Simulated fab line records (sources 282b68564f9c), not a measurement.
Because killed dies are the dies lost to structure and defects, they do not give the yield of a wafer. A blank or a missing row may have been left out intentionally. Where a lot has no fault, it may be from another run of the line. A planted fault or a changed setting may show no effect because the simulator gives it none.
fab line records	flow rit_cmos	part 1 of 2: steps 1 to 37 of 48
record: lots: 5	wafers: 15	last_day: 5
route steps=202 shown PLDD@115 SPACER@125 NSD@131 PSD@142 SDANNEAL@153 NLDD@160 SILICIDE@161
lots that met no fault: from a run of the same line without faults
start_h: hours from the record's opening day to when the first of the lot's shown wafers began	wait_h: hours since the lot's step before	" identical to the entry in the row above	L1.1+2: a single row standing in for several wafers	- no value, or no start was given	* or withheld: withheld	< > ~ a bound
route shown NAME@n: NAME is a module with steps in the file, n the number in the route of the first one	usual: average and standard deviation across the fault-free wafers	same: alike in all rows	chamber/n: place in a boat	sites: the reading at each site	_std_site: standard deviation across them	_edge_site: mean of outer sites minus mean of inner sites	radius_mm: how far each site lies from the wafer's centre	mask NAME#n: copy n	behind: the tool/chamber that last shaped the wafer	hold: why the lot went on hold/how many hours it stayed there/how the hold came to an end	device: names the non-switching transistor (n, p or np)	end of line: tests of these same wafers at the route's end	step lacking rows: just its recipe	killed: dies lost to structure and defects at the first sort, not the wafer's yield	map: dies across one wafer; x = killed, . = not, _ = none there
set.NAME: setting as actually run; set.NAME@STEP: the setting as run at that earlier step	model.NAME: the simulator's own value behind a step, which no gauge read
certain route steps with their lots: each step a table, each wafer a row
services: when a tool's chamber went out of use (start_h, in hours from the record's first day, below 0 if earlier), for how many hours, and the reason
== steps ==
step: RIT_PLDD_COAT_01
recipe: resist: NOVOLAK	spin_rpm: 3250	resist_thk_nm: 1000
lot.wafer	tool	chamber	start_h	wait_h
L076.1+2+5	litho_track-03	0	59.45	0.1
L078.2+3+6	litho_track-03	0	72.43	0.1
L079.2+4+6	litho_track-03	0	73.13	0.1
L080.1+2+6	litho_track-02	0	76.79	0.1
L087.1+2+5	litho_track-01	0	113.82	0.1
step: RIT_PLDD_SOFTBAKE_02
recipe: resist: NOVOLAK	temp_c: 90	time_s: 60
lot.wafer	tool	chamber	start_h	wait_h
L076.1+2+5	litho_track-03	0	59.60	0.1
L078.2+3+6	litho_track-03	0	72.58	0.1
L079.2+4+6	litho_track-03	0	73.28	0.1
L080.1+2+6	litho_track-02	0	76.94	0.1
L087.1+2+5	litho_track-01	0	113.97	0.1
step: RIT_PLDD_EXPOSE_03
recipe: mask_id: M8	na: 0.57	target_cd_nm: 40900	dose_mj: 250
lot.wafer	tool	chamber	start_h	wait_h	mask
L076.1+2+5	iline_stepper-01	0	59.75	0.1	M8#0
L078.2+3+6	iline_stepper-01	0	72.85	0.2	M8#0
L079.2+4+6	iline_stepper-01	0	73.42	0.1	M8#0
L080.1+2+6	iline_stepper-02	0	77.21	0.2	M8#0
L087.1+2+5	iline_stepper-01	0	114.31	0.3	M8#0
step: RIT_PLDD_PEB_04
recipe: resist: NOVOLAK	temp_c: withheld	time_s: withheld
lot.wafer	tool	chamber	start_h	wait_h
L076.1+2+5	litho_track-03	0	59.87	0.1
L078.2+3+6	litho_track-01	0	72.97	0.1
L079.2+4+6	litho_track-03	0	73.54	0.1
L080.1+2+6	litho_track-03	0	77.33	0.1
L087.1+2+5	litho_track-03	0	114.43	0.1
step: RIT_PLDD_DEVELOP_05
recipe: resist: NOVOLAK	develop_time_s: 50	dev_temp_c: 23
lot.wafer	tool	chamber	start_h	wait_h
L076.1+2+5	litho_track-03	0	-	-
L078.2+3+6	litho_track-01	0	-	-
L079.2+4+6	litho_track-03	0	-	-
L080.1+2+6	litho_track-03	0	-	-
L087.1+2+5	litho_track-03	0	-	-
step: RIT_PLDD_OVL_MEAS_06
usual: PLDD_OVL: 0.2/1.6
lot.wafer	tool	chamber	start_h	wait_h	PLDD_OVL[nm]
L076.1	overlay-02	-	60.15	-	-0.3
L076.2	"	-	"	"	0.6
L076.5	"	-	"	"	0.9
L078.2	overlay-01	-	73.23	-	0.2
L078.3	"	-	"	"	-0.7
L078.6	"	-	"	"	1.7
L079.2	overlay-01	-	73.81	-	2.1
L079.4	"	-	"	"	1.9
L079.6	"	-	"	"	1.8
L080.1	overlay-01	-	77.61	-	-1.2
L080.2	"	-	"	"	-0.8
L080.6	"	-	"	"	-1.7
L087.1	overlay-02	-	114.71	-	2.5
L087.2	"	-	"	"	2.2
L087.5	"	-	"	"	1.6
step: RIT_PLDD_HARDBAKE_07
recipe: resist: NOVOLAK	temp_c: 140	time_s: 60
lot.wafer	tool	chamber	start_h	wait_h
L076.1+2+5	litho_track-01	0	60.19	0.0
L078.2+3+6	litho_track-02	0	73.29	0.0
L079.2+4+6	litho_track-03	0	73.86	0.0
L080.1+2+6	litho_track-03	0	77.65	0.0
L087.1+2+5	litho_track-01	0	114.75	0.0
step: RIT_PLDD_IMPLANT_08
recipe: species: BF2	energy_kev: 19.64	dose_cm2: 9e+14	tilt_deg: 7
lot.wafer	tool	chamber	start_h	wait_h
L076.1+2+5	implanter-02	0	60.34	0.1
L078.2+3+6	implanter-03	0	73.44	0.1
L079.2+4+6	implanter-02	0	74.01	0.1
L080.1+2+6	implanter-02	0	77.80	0.1
L087.1+2+5	implanter-02	0	114.90	0.1
step: RIT_PLDD_STRIP_09
recipe: chemistry: O2	time_s: 180	resist: NOVOLAK	platen_temp_c: withheld	power_w: 500	pressure_mtorr: 4000	o2_flow_sccm: 4000
usual: drypump_motor_current_A: 5.7/0.47
lot.wafer	tool	chamber	start_h	wait_h	drypump_motor_current_A	rf_hours_counter_h
L076.1	plasma_asher-01	1	60.49	0.1	5.7	35
L076.2	"	0	"	"	6.0	35
L076.5	"	0	"	"	6.0	-
L078.2	plasma_asher-01	1	73.56	0.1	5.7	37
L078.3	"	0	"	"	5.9	-
L078.6	"	0	"	"	6.0	-
L079.2	plasma_asher-03	0	74.14	0.1	5.2	29
L079.4	"	1	"	"	5.1	-
L079.6	"	1	"	"	5.1	-
L080.1	plasma_asher-03	1	77.95	0.1	5.1	29
L080.2	"	0	"	"	5.2	29
L080.6	"	0	"	"	5.2	-
L087.1	plasma_asher-01	0	115.05	0.1	5.9	41
L087.2	"	1	"	"	5.7	41
L087.5	"	1	"	"	5.7	-
step: RIT_PLDD_TW_MEAS_10
usual: PLDD_TW: 2337/21
lot.wafer	tool	chamber	start_h	wait_h	PLDD_TW
L076.1	film_metro-04	-	60.66	0.1	2317
L076.2	"	-	"	"	2330
L076.5	"	-	"	"	2308
L078.2	film_metro-03	-	73.75	0.1	2372
L078.3	"	-	"	"	2360
L078.6	"	-	"	"	2369
L079.2	film_metro-02	-	74.32	0.1	2325
L079.4	"	-	"	"	2323
L079.6	"	-	"	"	2338
L080.1	film_metro-02	-	78.12	0.1	2338
L080.2	"	-	"	"	2325
L080.6	"	-	"	"	2331
L087.1	film_metro-02	-	115.22	0.1	2339
L087.2	"	-	"	"	2341
L087.5	"	-	"	"	2351
step: RIT_SPACER_CLEAN_00
recipe: chemistry: SC1	mix: 3:3:50	time_s: 600	temp_c: 75
usual: bath_heat_duty_pct: 16.2/1.7
lot.wafer	tool	chamber	start_h	wait_h	bath_heat_duty_pct
L076.1	wet_bench-04	3	60.72	0.1	19.7
L076.2	"	3	"	"	16.4
L076.5	"	3	"	"	19.0
L078.2	wet_bench-03	0	73.80	0.0	15.5
L078.3	"	0	"	"	16.4
L078.6	"	0	"	"	16.5
L079.2	wet_bench-03	2	74.37	0.0	14.7
L079.4	"	2	"	"	15.7
L079.6	"	2	"	"	14.6
L080.1	wet_bench-03	1	78.18	0.1	17.4
L080.2	"	1	"	"	18.1
L080.6	"	1	"	"	18.2
L087.1	wet_bench-04	0	115.28	0.1	15.6
L087.2	"	0	"	"	15.5
L087.5	"	0	"	"	15.2
step: RIT_SPACER_CLEAN_01
recipe: chemistry: dHF	dilution: 50:1	time_s: 30
lot.wafer	tool	chamber	start_h	wait_h
L076.1+2+5	wet_bench-01	1	61.07	0.0
L078.2+3+6	wet_bench-01	0	73.97	0.0
L079.2+4+6	wet_bench-01	1	74.55	0.0
L080.1+2+6	wet_bench-04	2	78.36	0.0
L087.1+2+5	wet_bench-01	0	115.46	0.0
step: RIT_SPACER_CLEAN_02
recipe: chemistry: SC2	mix: 3:3:50	time_s: 600	temp_c: 75	dry: n2_spin
usual: bath_heat_duty_pct: 16.6/1.4
lot.wafer	tool	chamber	start_h	wait_h	bath_heat_duty_pct
L076.1	wet_bench-04	1	61.09	0.0	17.9
L076.2	"	1	"	"	15.8
L076.5	"	1	"	"	17.0
L078.2	wet_bench-04	2	73.99	0.0	15.6
L078.3	"	2	"	"	15.6
L078.6	"	2	"	"	15.8
L079.2	wet_bench-04	2	74.57	0.0	16.0
L079.4	"	2	"	"	16.2
L079.6	"	2	"	"	16.2
L080.1	wet_bench-01	3	78.37	0.0	15.8
L080.2	"	3	"	"	17.1
L080.6	"	3	"	"	15.5
L087.1	wet_bench-03	0	115.47	0.0	16.6
L087.2	"	0	"	"	15.7
L087.5	"	0	"	"	17.8
step: RIT_SPACER_CVD_03
recipe: material: Si3N4	target_thk_nm: 250	temp_c: 810	precursor: SiH2Cl2/NH3	time_s: 3300	pressure_mtorr: 300	sih2cl2_flow_sccm: 60	nh3_flow_sccm: 150
usual: spike_tc_centre_C: 811.9/1.4
lot.wafer	tool	chamber	start_h	wait_h	spike_tc_centre_C
L076.1	lpcvd-01	0	61.79	0.0	811.0
L076.2	"	0	"	"	813.0
L076.5	"	0	"	"	813.7
L078.2	lpcvd-01	0	74.17	0.0	812.8
L078.3	"	0	"	"	810.6
L078.6	"	0	"	"	811.8
L079.2	lpcvd-02	0	74.74	0.0	812.2
L079.4	"	0	"	"	813.3
L079.6	"	0	"	"	811.6
L080.1	lpcvd-01	0	78.57	0.0	813.5
L080.2	"	0	"	"	812.8
L080.6	"	0	"	"	814.2
L087.1	lpcvd-02	0	115.66	0.0	812.8
L087.2	"	0	"	"	812.8
L087.5	"	0	"	"	812.3
step: RIT_SPACER_THK_MEAS_04
recipe: reads: Si3N4_of_SPACER_CVD_03
usual: SPACER_NITRIDE_THK: 250.3/2.4
lot.wafer	tool	chamber	start_h	wait_h	SPACER_NITRIDE_THK[nm]
L076.1	film_metro-04	-	63.70	0.0	250.5
L076.2	"	-	"	"	250.4
L076.5	"	-	"	"	250.1
L078.2	film_metro-03	-	76.09	0.0	249.3
L078.3	"	-	"	"	250.1
L078.6	"	-	"	"	247.8
L079.2	film_metro-03	-	76.67	0.0	253.1
L079.4	"	-	"	"	251.8
L079.6	"	-	"	"	252.9
L080.1	film_metro-01	-	80.48	0.0	248.8
L080.2	"	-	"	"	251.8
L080.6	"	-	"	"	250.6
L087.1	film_metro-04	-	117.58	0.0	247.3
L087.2	"	-	"	"	247.0
L087.5	"	-	"	"	246.5
step: RIT_SPACER_ETCHBACK_05
recipe: target_depth_a: 2500	SF6_flow_sccm: 30	CHF3_flow_sccm: 30	target: Si3N4	chemistry: SF6/CHF3	pressure_mtorr: 40	rf_w: 250	time_s: 240	stop_on: SiO2
usual: CHF3_flow_sccm: 30.00/0.083	drypump_motor_current_A: 5.7/0.52	oes_product_au: 0.844/0.013	throttle_valve_pct: 10.20/0.12
lot.wafer	tool	chamber	start_h	wait_h	CHF3_flow_sccm	drypump_motor_current_A	oes_product_au	rf_hours_counter_h	throttle_valve_pct
L076.1	rie_diel-03	1	63.76	0.1	30.10	5.6	0.851	162	10.23
L076.2	"	3	"	"	29.92	5.1	0.853	57	10.18
L076.5	"	0	"	"	29.78	5.3	0.848	-	10.19
L078.2	rie_diel-04	3	76.14	0.0	30.02	5.7	0.845	2	10.35
L078.3	"	0	"	"	30.00	5.3	0.851	54	10.11
L078.6	"	1	"	"	30.02	6.8	0.840	-	10.31
L079.2	rie_diel-02	3	76.72	0.0	30.07	6.5	0.846	2	10.04
L079.4	"	1	"	"	29.96	5.6	0.843	4	10.14
L079.6	"	0	"	"	29.98	5.4	0.851	-	10.32
L080.1	rie_diel-03	3	80.54	0.1	30.16	5.1	0.853	57	10.19
L080.2	"	1	"	"	29.85	5.6	0.860	162	10.21
L080.6	"	1	"	"	30.01	5.6	0.863	-	10.21
L087.1	rie_diel-03	3	117.64	0.1	29.99	5.1	0.844	58	10.19
L087.2	"	0	"	"	29.99	5.2	0.842	2	10.19
L087.5	"	2	"	"	30.02	5.2	0.852	-	10.12
step: RIT_NSD_HMDS_00
recipe: prime_time_s: 60	prime_temp_c: 140
lot.wafer	tool	chamber	start_h	wait_h
L076.1+2+5	litho_track-02	0	63.91	0.1
L078.2+3+6	litho_track-04	0	76.32	0.1
L079.2+4+6	litho_track-04	0	76.89	0.1
L080.1+2+6	litho_track-02	0	80.69	0.1
L087.1+2+5	litho_track-01	0	117.79	0.1
step: RIT_NSD_COAT_01
recipe: resist: NOVOLAK	spin_rpm: 3250	resist_thk_nm: 1000
lot.wafer	tool	chamber	start_h	wait_h
L076.1+2+5	litho_track-02	0	64.06	0.1
L078.2+3+6	litho_track-04	0	76.47	0.1
L079.2+4+6	litho_track-04	0	77.04	0.1
L080.1+2+6	litho_track-02	0	80.84	0.1
L087.1+2+5	litho_track-01	0	117.94	0.1
step: RIT_NSD_SOFTBAKE_02
recipe: resist: NOVOLAK	temp_c: 90	time_s: 60
lot.wafer	tool	chamber	start_h	wait_h
L076.1+2+5	litho_track-02	0	64.21	0.1
L078.2+3+6	litho_track-04	0	76.62	0.1
L079.2+4+6	litho_track-04	0	77.19	0.1
L080.1+2+6	litho_track-02	0	80.99	0.1
L087.1+2+5	litho_track-01	0	118.09	0.1
step: RIT_NSD_EXPOSE_03
recipe: mask_id: M9	na: 0.57	target_cd_nm: 40700	dose_mj: 250
lot.wafer	tool	chamber	start_h	wait_h	mask
L076.1+2+5	iline_stepper-01	0	64.49	0.2	M9#0
L078.2+3+6	iline_stepper-01	0	76.89	0.2	M9#0
L079.2+4+6	iline_stepper-01	0	77.34	0.1	M9#0
L080.1+2+6	iline_stepper-01	0	81.14	0.1	M9#0
L087.1+2+5	iline_stepper-01	0	118.24	0.1	M9#0
step: RIT_NSD_PEB_04
recipe: resist: NOVOLAK	temp_c: withheld	time_s: withheld
lot.wafer	tool	chamber	start_h	wait_h
L076.1+2+5	litho_track-01	0	64.61	0.1
L078.2+3+6	litho_track-01	0	77.03	0.1
L079.2+4+6	litho_track-01	0	77.50	0.1
L080.1+2+6	litho_track-02	0	81.26	0.1
L087.1+2+5	litho_track-01	0	118.55	0.3
step: RIT_NSD_DEVELOP_05
recipe: resist: NOVOLAK	develop_time_s: 51.3	dev_temp_c: 23
lot.wafer	tool	chamber	start_h	wait_h
L076.1+2+5	litho_track-01	0	-	-
L078.2+3+6	litho_track-01	0	-	-
L079.2+4+6	litho_track-01	0	-	-
L080.1+2+6	litho_track-02	0	-	-
L087.1+2+5	litho_track-01	0	-	-
step: RIT_NSD_OVL_MEAS_06
usual: NSD_OVL: -0.3/1.4
lot.wafer	tool	chamber	start_h	wait_h	NSD_OVL[nm]
L076.1	overlay-01	-	64.89	-	1.2
L076.2	"	-	"	"	0.8
L076.5	"	-	"	"	0.4
L078.2	overlay-02	-	77.29	-	-1.8
L078.3	"	-	"	"	-1.6
L078.6	"	-	"	"	-4.0
L079.2	overlay-02	-	77.76	-	-0.9
L079.4	"	-	"	"	-2.0
L079.6	"	-	"	"	-1.4
L080.1	overlay-02	-	81.54	-	-0.2
L080.2	"	-	"	"	-1.2
L080.6	"	-	"	"	1.1
L087.1	overlay-02	-	118.84	-	-2.8
L087.2	"	-	"	"	-0.2
L087.5	"	-	"	"	-1.7
step: RIT_NSD_HARDBAKE_07
recipe: resist: NOVOLAK	temp_c: 140	time_s: 60
lot.wafer	tool	chamber	start_h	wait_h
L076.1+2+5	litho_track-01	0	64.93	0.0
L078.2+3+6	litho_track-01	0	77.35	0.0
L079.2+4+6	litho_track-04	0	77.83	0.1
L080.1+2+6	litho_track-04	0	81.58	0.0
L087.1+2+5	litho_track-02	0	118.87	0.0
step: RIT_NSD_IMPLANT_08
recipe: species: P	energy_kev: 25	dose_cm2: 1e+15	tilt_deg: 7
lot.wafer	tool	chamber	start_h	wait_h
L076.1+2+5	implanter-03	0	65.08	0.1
L078.2+3+6	implanter-04	0	77.50	0.1
L079.2+4+6	implanter-01	0	77.98	0.1
L080.1+2+6	implanter-01	0	81.73	0.1
L087.1+2+5	implanter-03	0	119.02	0.1
step: RIT_NSD_STRIP_09
recipe: chemistry: O2	time_s: 180	resist: NOVOLAK	platen_temp_c: withheld	power_w: 500	pressure_mtorr: 4000	o2_flow_sccm: 4000
usual: drypump_motor_current_A: 5.9/0.48
lot.wafer	tool	chamber	start_h	wait_h	drypump_motor_current_A	rf_hours_counter_h
L076.1	plasma_asher-02	1	65.23	0.1	6.4	42
L076.2	"	0	"	"	6.4	42
L076.5	"	0	"	"	6.4	-
L078.2	plasma_asher-04	1	77.62	0.1	5.9	46
L078.3	"	0	"	"	6.0	-
L078.6	"	0	"	"	6.0	-
L079.2	plasma_asher-04	0	78.10	0.1	6.0	47
L079.4	"	1	"	"	5.9	-
L079.6	"	0	"	"	6.0	-
L080.1	plasma_asher-02	0	81.88	0.1	6.4	44
L080.2	"	1	"	"	6.4	44
L080.6	"	1	"	"	6.4	-
L087.1	plasma_asher-02	0	119.17	0.1	6.4	48
L087.2	"	1	"	"	6.4	48
L087.5	"	0	"	"	6.4	-
step: RIT_NSD_TW_MEAS_10
usual: NSD_TW: 3124/31
lot.wafer	tool	chamber	start_h	wait_h	NSD_TW
L076.1	film_metro-04	-	65.40	0.1	3100
L076.2	"	-	"	"	3095
L076.5	"	-	"	"	3090
L078.2	film_metro-03	-	77.81	0.1	3160
L078.3	"	-	"	"	3159
L078.6	"	-	"	"	3139
L079.2	film_metro-04	-	78.29	0.1	3105
L079.4	"	-	"	"	3102
L079.6	"	-	"	"	3113
L080.1	film_metro-02	-	82.05	0.1	3118
L080.2	"	-	"	"	3114
L080.6	"	-	"	"	3128
L087.1	film_metro-04	-	119.35	0.1	3080
L087.2	"	-	"	"	3095
L087.5	"	-	"	"	3097
step: RIT_PSD_HMDS_00
recipe: prime_time_s: 60	prime_temp_c: 140
lot.wafer	tool	chamber	start_h	wait_h
L076.1+2+5	litho_track-04	0	65.61	0.2
L078.2+3+6	litho_track-03	0	77.88	0.1
L079.2+4+6	litho_track-03	0	78.36	0.1
L080.1+2+6	litho_track-04	0	82.13	0.1
L087.1+2+5	litho_track-02	0	119.41	0.1
step: RIT_PSD_COAT_01
recipe: resist: NOVOLAK	spin_rpm: 3250	resist_thk_nm: 1000
lot.wafer	tool	chamber	start_h	wait_h
L076.1+2+5	litho_track-04	0	65.76	0.1
L078.2+3+6	litho_track-03	0	78.03	0.1
L079.2+4+6	litho_track-03	0	78.51	0.1
L080.1+2+6	litho_track-04	0	82.28	0.1
L087.1+2+5	litho_track-02	0	119.56	0.1
step: RIT_PSD_SOFTBAKE_02
recipe: resist: NOVOLAK	temp_c: 90	time_s: 60
lot.wafer	tool	chamber	start_h	wait_h
L076.1+2+5	litho_track-04	0	65.91	0.1
L078.2+3+6	litho_track-03	0	78.18	0.1
L079.2+4+6	litho_track-03	0	78.66	0.1
L080.1+2+6	litho_track-04	0	82.43	0.1
L087.1+2+5	litho_track-02	0	119.71	0.1
step: RIT_PSD_EXPOSE_03
recipe: mask_id: M10	na: 0.57	target_cd_nm: 40900	dose_mj: 250
lot.wafer	tool	chamber	start_h	wait_h	mask
L076.1+2+5	iline_stepper-01	0	66.06	0.1	M10#0
L078.2+3+6	iline_stepper-02	0	78.45	0.2	M10#0
L079.2+4+6	iline_stepper-01	0	78.93	0.2	M10#0
L080.1+2+6	iline_stepper-01	0	82.58	0.1	M10#0
L087.1+2+5	iline_stepper-02	0	119.98	0.2	M10#0
step: RIT_PSD_PEB_04
recipe: resist: NOVOLAK	temp_c: withheld	time_s: withheld
lot.wafer	tool	chamber	start_h	wait_h
L076.1+2+5	litho_track-02	0	66.18	0.1
L078.2+3+6	litho_track-02	0	78.60	0.1
L079.2+4+6	litho_track-04	0	79.07	0.1
L080.1+2+6	litho_track-04	0	82.69	0.1
L087.1+2+5	litho_track-04	0	120.10	0.1
step: RIT_PSD_DEVELOP_05
recipe: resist: NOVOLAK	develop_time_s: 50	dev_temp_c: 23
lot.wafer	tool	chamber	start_h	wait_h
L076.1+2+5	litho_track-02	0	-	-
L078.2+3+6	litho_track-02	0	-	-
L079.2+4+6	litho_track-04	0	-	-
L080.1+2+6	litho_track-04	0	-	-
L087.1+2+5	litho_track-04	0	-	-
step: RIT_PSD_OVL_MEAS_06
usual: PSD_OVL: 0.7/1.2
lot.wafer	tool	chamber	start_h	wait_h	PSD_OVL[nm]
L076.1	overlay-01	-	66.46	-	2.2
L076.2	"	-	"	"	2.3
L076.5	"	-	"	"	0.8
L078.2	overlay-02	-	78.87	-	-1.5
L078.3	"	-	"	"	-0.8
L078.6	"	-	"	"	0.5
L079.2	overlay-01	-	79.33	-	1.6
L079.4	"	-	"	"	1.0
L079.6	"	-	"	"	1.8
L080.1	overlay-02	-	82.98	-	0.3
L080.2	"	-	"	"	0.9
L080.6	"	-	"	"	0.0
L087.1	overlay-02	-	120.38	-	-0.1
L087.2	"	-	"	"	1.3
L087.5	"	-	"	"	0.5
step: RIT_PSD_HARDBAKE_07
recipe: resist: NOVOLAK	temp_c: 140	time_s: 60
lot.wafer	tool	chamber	start_h	wait_h
L076.1+2+5	litho_track-03	0	66.49	0.0
L078.2+3+6	litho_track-04	0	78.92	0.0
L079.2+4+6	litho_track-04	0	79.39	0.0
L080.1+2+6	litho_track-03	0	83.01	0.0
L087.1+2+5	litho_track-04	0	120.42	0.0
step: RIT_PSD_IMPLANT_08
recipe: species: BF2	energy_kev: 27	dose_cm2: 5e+15	tilt_deg: 7
lot.wafer	tool	chamber	start_h	wait_h
L076.1+2+5	implanter-02	0	66.64	0.1
L078.2+3+6	implanter-01	0	79.07	0.1
L079.2+4+6	implanter-03	0	79.54	0.1
L080.1+2+6	implanter-01	0	83.16	0.1
L087.1+2+5	implanter-03	0	120.57	0.1
step: RIT_PSD_STRIP_09
recipe: chemistry: O2	time_s: 180	resist: NOVOLAK	platen_temp_c: withheld	power_w: 500	pressure_mtorr: 4000	o2_flow_sccm: 4000
usual: drypump_motor_current_A: 6.13/0.26
lot.wafer	tool	chamber	start_h	wait_h	drypump_motor_current_A	rf_hours_counter_h
L076.1	plasma_asher-02	1	66.79	0.1	6.39	43
L076.2	"	0	"	"	6.44	43
L076.5	"	0	"	"	6.43	-
L078.2	plasma_asher-04	1	79.20	0.1	5.97	47
L078.3	"	0	"	"	6.03	-
L078.6	"	0	"	"	6.02	-
L079.2	plasma_asher-01	1	79.66	0.1	5.74	38
L079.4	"	1	"	"	5.73	-
L079.6	"	1	"	"	5.73	-
L080.1	plasma_asher-02	0	83.31	0.1	6.43	45
L080.2	"	1	"	"	6.42	45
L080.6	"	1	"	"	6.38	-
L087.1	plasma_asher-02	1	120.72	0.1	6.41	49
L087.2	"	0	"	"	6.43	49
L087.5	"	1	"	"	6.40	-
